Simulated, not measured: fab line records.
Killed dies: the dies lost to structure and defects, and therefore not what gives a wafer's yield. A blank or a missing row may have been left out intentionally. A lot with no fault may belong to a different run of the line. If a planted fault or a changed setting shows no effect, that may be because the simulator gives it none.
The tool behind it: which one?    flow berkeley-cmos170    15 lots with 43 wafers sampled at 4 steps, on a route of 331 steps

== WHAT THE GAUGES READ, wafer by wafer ==
UCB170_V2_BOW_MEAS_03. Usual: V2_BOW typically reads 37 um, with standard deviation 6.4.
lot   measured      on             V2_BOW (um)  flag
L301  day 7 12:54   film-metro-02  46 32 35     
L302  day 8 05:50   film-metro-04  30 37 48     
L304  day 8 14:04   film-metro-02  41 42 39     
L306  day 9 01:38   film-metro-02  52 41 39     
L307  day 9 01:59   film-metro-04  26 39 27     
L309  day 9 08:11   film-metro-04  43 42 37     
L308  day 9 02:31   film-metro-02  44 34 32     
L310  day 9 19:33   film-metro-03  48 44 36     
L311  day 10 03:31  film-metro-02  44 38 32     
L312  day 10 03:50  film-metro-04  26 43        
L313  day 10 15:54  film-metro-04  28 36        
L316  day 11 11:09  film-metro-02  47 45 38     
L320  day 11 10:22  film-metro-04  45 29 32     
L322  day 11 23:21  film-metro-03  28 31 32     
L323  day 12 02:31  film-metro-02  40 44 56     

== TOOL THAT RAN EACH LOT (tool first, then ch and the chambers of the sampled wafers, then the start) ==
lot   UCB170_WELLDRIVE_OXIDATION_01  UCB170_GATE_ETCH_15               UCB170_BACKSIDE_STRIP_03
L301  furnace-01 ch 0, day 3 14:29   rie-si-02 ch 0,2,3, day 6 06:07   plasma-asher-04 ch 0,1, day 6 18:58
L302  furnace-01 ch 0, day 3 23:30   rie-si-01 ch 0,1,3, day 6 13:27   plasma-asher-01 ch 0,1, day 7 07:10
L304  furnace-01 ch 0, day 4 10:47   rie-si-02 ch 1,2, day 7 03:44     plasma-asher-03 ch 0,1, day 7 18:33
L306  furnace-04 ch 0, day 4 22:47   rie-si-01 ch 1,2, day 7 20:08     plasma-asher-04 ch 0,1, day 8 08:38
L307  furnace-04 ch 0, day 4 22:47   rie-si-02 ch 0,2, day 7 20:20     plasma-asher-04 ch 0, day 8 09:14
L309  furnace-04 ch 0, day 4 22:47   rie-si-01 ch 0,2, day 7 20:36     plasma-asher-01 ch 0,1, day 8 09:17
L308  furnace-04 ch 0, day 5 03:37   rie-si-02 ch 1,2,3, day 7 20:50   plasma-asher-03 ch 0,1, day 8 09:53
L310  furnace-04 ch 0, day 5 08:37   rie-si-01 ch 0,1,2, day 8 03:48   plasma-asher-01 ch 0,1, day 8 19:38
L311  furnace-04 ch 0, day 5 20:23   rie-si-01 ch 0,2,3, day 8 16:08   plasma-asher-01 ch 0,1, day 9 06:58
L312  furnace-04 ch 0, day 5 20:23   rie-si-02 ch 1, day 8 15:54       plasma-asher-03 ch 0,1, day 9 06:31
L313  furnace-04 ch 0, day 6 02:44   rie-si-02 ch 0,1, day 8 23:12     plasma-asher-01 ch 1, day 9 21:07
L316  furnace-01 ch 0, day 6 15:53   rie-si-02 ch 0,2,3, day 9 14:25   plasma-asher-03 ch 0,1, day 10 09:39
L320  furnace-03 ch 0, day 7 08:53   rie-si-01 ch 0,2,3, day 9 17:18   plasma-asher-03 ch 0,1, day 10 09:12
L322  furnace-03 ch 0, day 7 15:33   rie-si-02 ch 2,3, day 10 09:58    plasma-asher-01 ch 0,1, day 10 23:51
L323  furnace-01 ch 0, day 8 00:38   rie-si-02 ch 1,2,3, day 10 16:10  plasma-asher-03 ch 0,1, day 11 05:59
- UCB170_WELLDRIVE_OXIDATION_01: target thk 199 nm, ox time 9000 s.
- UCB170_GATE_ETCH_15: etches poly-Si in HBr/Cl2, stops on SiO2, time 56.3 s, target depth 278.2 nm.
- UCB170_BACKSIDE_STRIP_03: strips in O2.

== AS READ BY THE TOOLS THEMSELVES (means over the sampled wafers that have a number; for cases with no such wafer, the mark the record gives instead) ==
UCB170_GATE_ETCH_15. Usual: drypump-motor-current-A 5.8 A, standard deviation 0.54; oes-product-au 0.830 a.u., standard deviation 0.017; rf-fwd-power-W 297.3 W, standard deviation 1.3; throttle-valve-pct 26.51 %, standard deviation 0.21.
lot   tool       drypump-motor-current-A (A)  oes-product-au (a.u.)  rf-fwd-power-W (W)  throttle-valve-pct (%)  flag
L301  rie-si-02  5.8                          0.835                  297.1               26.67                   
L302  rie-si-01  5.6                          0.827                  296.5               26.29                   
L304  rie-si-02  6.3                          0.813                  298.2               26.59                   
L306  rie-si-01  6.2                          0.799                  297.4               26.44                   
L307  rie-si-02  5.8                          0.845                  296.6               26.75                   
L309  rie-si-01  5.7                          0.846                  297.7               26.36                   
L308  rie-si-02  6.1                          0.830                  298.3               26.64                   
L310  rie-si-01  6.0                          0.817                  297.4               26.32                   
L311  rie-si-01  5.4                          0.834                  296.7               26.43                   
L312  rie-si-02  6.6                          0.815                  298.0               26.43                   
L313  rie-si-02  6.1                          0.829                  298.9               26.46                   
L316  rie-si-02  5.8                          0.833                  297.8               26.67                   
L320  rie-si-01  5.4                          0.832                  296.4               26.43                   
L322  rie-si-02  5.8                          0.837                  297.4               26.79                   
L323  rie-si-02  6.1                          0.839                  297.1               26.64                   

UCB170_BACKSIDE_STRIP_03. Usual: drypump-motor-current-A 5.5 A, standard deviation 0.32; oes-product-au 0.735 a.u., standard deviation 0.0043; strip-time-to-endpoint-s 22.01 s, standard deviation 0.061.
lot   tool             drypump-motor-current-A (A)  oes-product-au (a.u.)  strip-time-to-endpoint-s (s)  flag
L301  plasma-asher-04  5.4                          0.736                  22.05                         
L302  plasma-asher-01  5.3                          0.733                  22.07                         
L304  plasma-asher-03  5.4                          0.736                  22.06                         
L306  plasma-asher-04  5.5                          0.735                  22.00                         
L307  plasma-asher-04  5.5                          0.739                  21.94                         
L309  plasma-asher-01  5.3                          0.736                  22.03                         
L308  plasma-asher-03  5.6                          0.730                  22.10                         
L310  plasma-asher-01  5.4                          0.736                  22.06                         
L311  plasma-asher-01  5.3                          0.732                  22.04                         
L312  plasma-asher-03  5.4                          0.735                  22.02                         
L313  plasma-asher-01  5.8                          0.732                  21.95                         
L316  plasma-asher-03  5.6                          0.735                  22.00                         
L320  plasma-asher-03  5.6                          0.738                  21.96                         
L322  plasma-asher-01  5.5                          0.731                  22.11                         
L323  plasma-asher-03  5.6                          0.731                  22.03                         

== THE ANSWER, worked out from the rows above alone ==
Rule: lot off if the mean of its wafers having a number is beyond 3 standard deviations from the usual mean. Also off: a lot with no number at a reading for which 4 or more lots have one. The other lots that the step has rows for count as sound. After the gauges, taken in route order, come the tools' own readings; for these a lot's mean is taken, as printed above. The first step at which some lot is off is used, and at that step the reading that is off furthest; a lot without a number counts as furthest.
None of the lots is off at any reading shown; this tells nothing.

== WHAT HAD BEEN PUT IN BY THE SIMULATOR ==
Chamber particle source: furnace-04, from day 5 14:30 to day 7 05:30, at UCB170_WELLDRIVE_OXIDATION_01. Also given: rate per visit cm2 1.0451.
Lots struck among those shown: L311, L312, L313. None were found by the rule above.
